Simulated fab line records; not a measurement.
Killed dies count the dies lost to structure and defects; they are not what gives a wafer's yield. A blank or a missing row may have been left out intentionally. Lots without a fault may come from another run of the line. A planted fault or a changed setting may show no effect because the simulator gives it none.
A lot that was struck, set against a sound lot	flow berkeley cmos170	37 out of 331 route steps
Sound: these wafers, L632.1, L632.3, L632.6. The struck wafers were L638.2, L638.3, L638.4. At the end, the cause is stated.
Order at every step that has rows: each side's tool, ch and its chambers, its first start. Under that, the readings that differ: sound wafers	struck wafers	difference of the means	sigmas: that difference in standard deviations of wafers without a fault.
alike: words and numbers the same on both sides, and readings whose means are apart by under 2 such deviations; not compared: readings that were withheld, readings missing a value for some wafer, numbers with overlapping values and no deviation given by the record, and bounds like >300 which may hide the same value.
Wherever a step has rows on one side only, a row that says differs or no value, or a row with sigmas, the two part there. Numbers that have no deviation but don't overlap get no sigmas and don't part them. Lack of a reading on every wafer of one side parts them only where that side has two or more wafers.

UCB170_SPACER_CVD_00: deposits SiO2 from TEOS/O2, target thk 376 nm, time 47 s.
  sound on pecvd-02 ch 0,1, day 9 03:02; struck on pecvd-03 ch 1,2, day 10 10:23
reading	sound	struck	difference	sigmas
heater power w (W)	347 341 363	188 190 201	-157	-3
UCB170_SPACER_THK_MEAS_01:
  struck on film metro-04, day 10 10:27; sound on film metro-02, day 9 03:04
  alike: SPACER_TEOS_THK
then, 1 step without rows for these wafers: UCB170_SPACER_ANNEAL_02 (time 1800 s).
UCB170_SPACER_ETCHBACK_03: etches SiO2 in CHF3/CF4/Ar, stops on Si, target depth 376 nm, time 100 s.
  sound on rie diel-04 ch 0,2, day 9 08:01; struck on rie diel-04 ch 0,1,2, day 10 15:49
  alike: cf4 flow sccm, drypump motor current A, oes product au, throttle valve pct
  not compared: rf hours counter h
then, 6 steps without rows for these wafers: UCB170_PSD_HMDS_00 (prime time 60 s); UCB170_PSD_COAT_01 (resist thk 900 nm); UCB170_PSD_SOFTBAKE_02 (time 60 s); UCB170_PSD_EXPOSE_03 (exposes mask PSELECT MOD, target cd 1200 nm); UCB170_PSD_PEB_04; UCB170_PSD_DEVELOP_05 (develop time 45 s).
UCB170_PSD_CD_MEAS_06: target cd 1200 nm.
  struck on cd sem-01, day 10 16:52; sound on cd sem-01, day 9 09:38
reading	sound	struck	difference	sigmas
cd nm (nm)	1198.0 1197.9 1197.6	1201.3 1201.1 1200.9	+3.3	+2
UCB170_PSD_OVL_MEAS_07:
  struck on overlay-02, day 10 16:58; sound on overlay-02, day 9 09:45
reading	sound	struck	difference	sigmas
PSD_OVL (nm)	7 9 8	-4 -3 -3	-11	-2
UCB170_PSD_IMPLANT_08:
  sound on implanter-01 ch 0, day 9 09:47; struck on implanter-03 ch 0, day 10 17:02
reading	sound	struck	difference	sigmas
implant ion amu	11 11 11	31 31 31	+20	
model.implant.rp nm (nm)	67.36 67.36 67.36	26.62 26.62 26.62	-40.74	
model.implant.drp nm (nm)	28.34 28.34 28.34	12.97 12.97 12.97	-15.37	
  alike: beam on s
UCB170_PSD_STRIP_09: strips in O2.
  sound on plasma asher-03 ch 0,1, day 9 09:56; struck on plasma asher-04 ch 0,1, day 10 17:09
reading	sound	struck	difference	sigmas
strip time to endpoint s (s)	29.38 29.35 29.36	28.58 28.56 28.65	-0.77	-11
  alike: drypump motor current A, oes product au
  not compared: rf hours counter h
UCB170_PSD_TW_MEAS_10:
  struck on film metro-03, day 10 17:16; sound on film metro-04, day 9 10:02
reading	sound	struck	difference	sigmas
PSD_TW	2295 2283 2296	3496 3520 3492	+1211	+61
then, 7 steps without rows for these wafers: UCB170_PSD_CLEAN_11 (cleans in SPM, time 600 s); UCB170_NSD_HMDS_00 (prime time 60 s); UCB170_NSD_COAT_01 (resist thk 900 nm); UCB170_NSD_SOFTBAKE_02 (time 60 s); UCB170_NSD_EXPOSE_03 (exposes mask NSELECT MOD, target cd 1200 nm); UCB170_NSD_PEB_04; UCB170_NSD_DEVELOP_05 (develop time 45 s).
UCB170_NSD_CD_MEAS_06: target cd 1200 nm.
  struck on cd sem-02, day 10 18:22; sound on cd sem-02, day 9 11:31
  alike: cd nm
UCB170_NSD_OVL_MEAS_07:
  struck on overlay-01, day 10 18:28; sound on overlay-02, day 9 11:38
  alike: NSD_OVL
next, for these wafers, 1 step has no rows: UCB170_NSD_IMPLANT_08.
UCB170_NSD_STRIP_09: strips in O2.
  sound on plasma asher-02 ch 0,1, day 9 11:49; struck on plasma asher-02 ch 0,1, day 10 18:39
reading	sound	struck	difference	sigmas
oes product au (a.u.)	0.529 0.530 0.528	0.532 0.545 0.544	+0.011	+2
  alike: drypump motor current A, strip time to endpoint s
  not compared: rf hours counter h
UCB170_NSD_TW_MEAS_10:
  struck on film metro-04, day 10 18:46; sound on film metro-01, day 9 11:55
  alike: NSD_TW
then, 6 steps without rows for these wafers: UCB170_NSD_CLEAN_11 (cleans in SPM, time 600 s); UCB170_BACKSIDE_HMDS_00 (prime time 60 s); UCB170_BACKSIDE_COAT_01 (resist thk 900 nm); UCB170_BACKSIDE_SOFTBAKE_02 (time 60 s); UCB170_BACKSIDE_STRIP_03 (strips in O2); UCB170_BACKSIDE_CLEAN_04 (cleans in SPM, time 600 s).
UCB170_SDANNEAL_RTA_00: time 10 s.
  sound on rtp anneal-02 ch 0, day 9 13:03; struck on rtp anneal-01 ch 0, day 10 19:57
reading	sound	struck	difference	sigmas
wafer_temp_C_max	901.5 901.1 901.1	903.4 904.2 903.4	+2.4	+2
  alike: chamber o2 ppm, lamp power pct
UCB170_SDANNEAL_RTA_01: time 5 s.
  sound on rtp anneal-02 ch 0, day 9 13:07; struck on rtp anneal-01 ch 0, day 10 20:01
  alike: chamber o2 ppm, lamp power pct, wafer_temp_C_max
UCB170_SDANNEAL_RS_MEAS_02: measurement is done with a four-point probe.
  struck on film metro-01, day 10 20:05; sound on film metro-04, day 9 13:11
reading	sound	struck	difference	sigmas
PSD_RS (ohm/sq)	75.24 75.41 75.51	35.00 34.97 34.97	-40.41	-99 or more
UCB170_SDANNEAL_RS_MEAS_03: measurement is done with a four-point probe.
  struck on film metro-01, day 10 20:13; sound on film metro-04, day 9 13:18
  alike: NSD_RS

== WHERE THEY PART ==
At UCB170_SPACER_CVD_00 first; at UCB170_SDANNEAL_RS_MEAS_02 last (within this record only). Later steps at which nothing parts them and some readings are alike: UCB170_SDANNEAL_RS_MEAS_03.

WHY: what had been put in by the simulator
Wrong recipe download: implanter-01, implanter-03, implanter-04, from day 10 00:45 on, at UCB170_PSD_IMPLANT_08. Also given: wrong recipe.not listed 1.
